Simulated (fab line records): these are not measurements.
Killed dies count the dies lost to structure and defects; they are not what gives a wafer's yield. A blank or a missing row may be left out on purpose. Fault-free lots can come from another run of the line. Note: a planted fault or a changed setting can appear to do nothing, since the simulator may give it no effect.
Split-lot experiment    flow rit_cmos    on a route of 202 steps: 5 lots, 23 wafers read

== SPLIT DETAILS ==
At RIT_M1_SPUTTER_00 (material Al, target thk 400 nm, time 500 s), the setting power_w was moved away from the recipe's 2000 W on 10 of the 23 wafers read, by -10.0% to +10.9%. All remaining wafers had this setting at the recipe value.

== THE PATH FROM SPLIT TO READING: the file shows 1 step between them ==
- RIT_M1_RS_MEAS_01: measures by four-point-probe

== THE READING ==
M1_AL_THK, in nm, at RIT_M1_THK_MEAS_02 (measures by xrf). On this fab line, fault-free wafers typically give 399 nm with a standard deviation of 5.3 nm.

wafer   tool, chamber at the split  power_w as run, W  against the recipe  M1_AL_THK, nm  against lot-mates on the recipe
L075.2  pvd_sputter-02, -           2217               +10.9%              450            +50
L075.3  pvd_sputter-02, -           2217               +10.9%              442            +42
L075.4  pvd_sputter-02, -           2000               recipe              398            -
L075.5  pvd_sputter-02, -           2000               recipe              400            -
L075.6  pvd_sputter-02, -           2000               recipe              402            -
L077.1  pvd_sputter-03, -           2000               recipe              398            -
L077.3  pvd_sputter-03, -           2000               recipe              395            -
L077.4  pvd_sputter-03, -           2138               +6.9%               430            +34
L077.5  pvd_sputter-03, -           2138               +6.9%               426            +30
L077.6  pvd_sputter-03, -           2138               +6.9%               434            +38
L076.1  pvd_sputter-02, -           2194               +9.7%               439            +39
L076.3  pvd_sputter-02, -           2000               recipe              403            -
L076.4  pvd_sputter-02, -           2194               +9.7%               440            +40
L076.5  pvd_sputter-02, -           2000               recipe              397            -
L076.6  pvd_sputter-02, -           2194               +9.7%               437            +37
L078.1  pvd_sputter-03, -           1800               -10.0%              348            -43
L078.2  pvd_sputter-03, -           2000               recipe              389            -
L078.3  pvd_sputter-03, -           1800               -10.0%              359            -32
L078.4  pvd_sputter-03, -           2000               recipe              392            -
L078.6  pvd_sputter-03, -           2000               recipe              393            -
L079.4  pvd_sputter-02, -           2000               recipe              399            -
L079.5  pvd_sputter-02, -           2000               recipe              402            -
L079.6  pvd_sputter-02, -           2000               recipe              399            -

FIT RESULTS
A straight line over all 23 wafers: M1_AL_THK changes by +4.41 nm for each +1% of power_w; r = +0.99; the points scatter about the line by 4.2 nm.
The same after taking each lot's own level away (the mean of its wafers on the recipe; 23 wafers): +4.1 nm for each +1%; r = +0.99; scatter 3.5 nm.
Per that fit: largest power_w move, reading shift of 44 nm.
The lots' own levels span 391.3 to 400.0 nm, that is 1.6 times the standard deviation above.
So the lot-to-lot level changes the slope little: the two slopes agree.
Check: +44.6 nm against its lot-mates is what the line predicts for one of the wafers moved furthest among these (+10.9%) when that wafer is left out of the fit. It came out at +50 nm against them.

== THE OTHER SPLITS THESE WAFERS WENT THROUGH ==
Note: prior to the reading, these wafers also went through further splits. Each is held against what the fit with the lots' levels taken away leaves over:
other split on the same wafers   wafers away from the commonest value  r with M1_AL_THK (lot level and that fit taken away)
RIT_SPACER_CVD_03 time_s         5                                     -0.34
RIT_NSD_IMPLANT_08 dose_cm2      11                                    -0.28
RIT_PSD_IMPLANT_08 energy_kev    2                                     -0.16
RIT_SILICIDE_SPUTTER_01 power_w  10                                    -0.30
RIT_CONTACT_CVD_00 time_s        9                                     -0.27

== THE WHOLE CHAIN: every reading that the file lists as answering this split, in the file's order ==
step                what it does                                reading                                                                      change (the file's fit)                r (the file's)
RIT_M1_SPUTTER_00   material Al, target thk 400 nm, time 500 s  Al_of_M1_SPUTTER_00.thk_nm (the simulator's own value, which no gauge read)  +4 nm for each +1% of the setting      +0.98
RIT_M1_RS_MEAS_01   measures by four-point-probe                M1_AL_RS                                                                     -0.000726 for each +1% of the setting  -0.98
RIT_M1_THK_MEAS_02  measures by xrf                             M1_AL_THK                                                                    +4.11 for each +1% of the setting      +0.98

== THE FILE'S OWN FIT ==
M1_AL_THK changes by +4.11 nm for each +1% of power_w, r = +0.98.
